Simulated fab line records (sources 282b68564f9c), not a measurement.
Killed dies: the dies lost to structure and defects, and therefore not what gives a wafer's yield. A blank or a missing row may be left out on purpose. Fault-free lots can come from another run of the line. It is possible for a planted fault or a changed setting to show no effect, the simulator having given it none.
Comparing a struck lot with a sound one :: flow rit cmos :: 15 out of 202 route steps
Sound: the wafers L692.3, L692.4, L692.6. Struck: wafers L704.2, L704.3 (left out: L704.5, a lot-mate that was not struck); the cause follows at the end.
For every step that has rows: the tool of each side, followed by ch and its chambers, followed by its first start. Under that, the readings that differ: sound wafers :: struck wafers :: difference of the means :: sigmas: that difference in standard deviations of wafers without a fault.
alike: a reading whose means differ by less than 2 such deviations, as well as words and numbers matching on both sides. not compared: withheld readings; readings where some wafer has no value; bounds like >300 that might hide an equal value; numbers whose values overlap and for which the record gives no deviation.
Wherever a step has rows on one side only, a row that says differs or no value, or a row with sigmas, the two part there. Numbers that don't overlap but have no deviation are shown without sigmas and don't part them. Lack of a reading on every wafer of one side parts them only where that side has two or more wafers.

RIT_M1_SPUTTER_00: material Al, target thk 400 nm, time 500 s.
  struck on pvd sputter-04, day 6 04:23; sound on pvd sputter-04, day 3 16:30
  alike: throttle valve pct
RIT_M1_RS_MEAS_01: measures by four-point-probe.
  struck on film metro-04, day 6 04:41; sound on film metro-04, day 3 16:51
  alike: M1_AL_RS
RIT_M1_THK_MEAS_02: measures by xrf.
  struck on film metro-04, day 6 04:48; sound on film metro-04, day 3 16:57
  alike: M1_AL_THK
then, 6 steps without rows for these wafers: RIT_M1_HMDS_03 (prime time 60 s); RIT_M1_COAT_04 (resist thk 1310 nm); RIT_M1_SOFTBAKE_05 (time 60 s); RIT_M1_EXPOSE_06 (exposes mask M12, target cd 2600 nm); RIT_M1_PEB_07; RIT_M1_DEVELOP_08 (develop time 70.86 s).
RIT_M1_CD_MEAS_09: the cd target is 2600 nm.
  struck on cd sem-02, day 6 05:53; sound on cd sem-02, day 3 18:02
  alike: cd nm
RIT_M1_OVL_MEAS_10:
  struck on overlay-02, day 6 05:59; sound on overlay-02, day 3 18:08
  alike: M1_OVL
then, 1 step without rows for these wafers: RIT_M1_HARDBAKE_11 (time 120 s).
RIT_M1_METAL_ETCH_12: etches Al in Cl2/BCl3, stops on SiO2, time 165 s, target depth 600 nm.
  sound on rie metal-04 ch 0,1, day 3 18:28; struck on rie metal-04 ch 0, day 6 06:16
reading: oes product au (a.u.)
sound: 0.774 0.771 0.777
struck: 0.837 0.845
difference: +0.067
sigmas: +6

reading: run length s (s)
sound: 193.7 193.1 193.1
struck: 181.3 181.7
difference: -11.8
sigmas: -29

reading: model.NOVOLAK_of_M1_COAT_04.thk nm (nm)
sound: 810.9 808.4 814.9
struck: 839.5 836.9
difference: +26.8
sigmas: 
  alike: drypump motor current A, throttle valve pct
  not compared: rf hours counter h
then, 1 step without rows for these wafers: RIT_M1_STRIP_13 (strips in nmp, time 600 s).
RIT_M1_PROBE_99:
  the record holds rows for the sound wafers here (prober-01, day 3 20:46) but none for the struck ones

WHERE THEY PART
First at RIT_M1_METAL_ETCH_12; last, within this record, at RIT_M1_PROBE_99.

WHY: the cause the simulator had injected
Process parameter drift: rie metal-04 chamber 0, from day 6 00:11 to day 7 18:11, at RIT_M1_METAL_ETCH_12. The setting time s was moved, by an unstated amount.
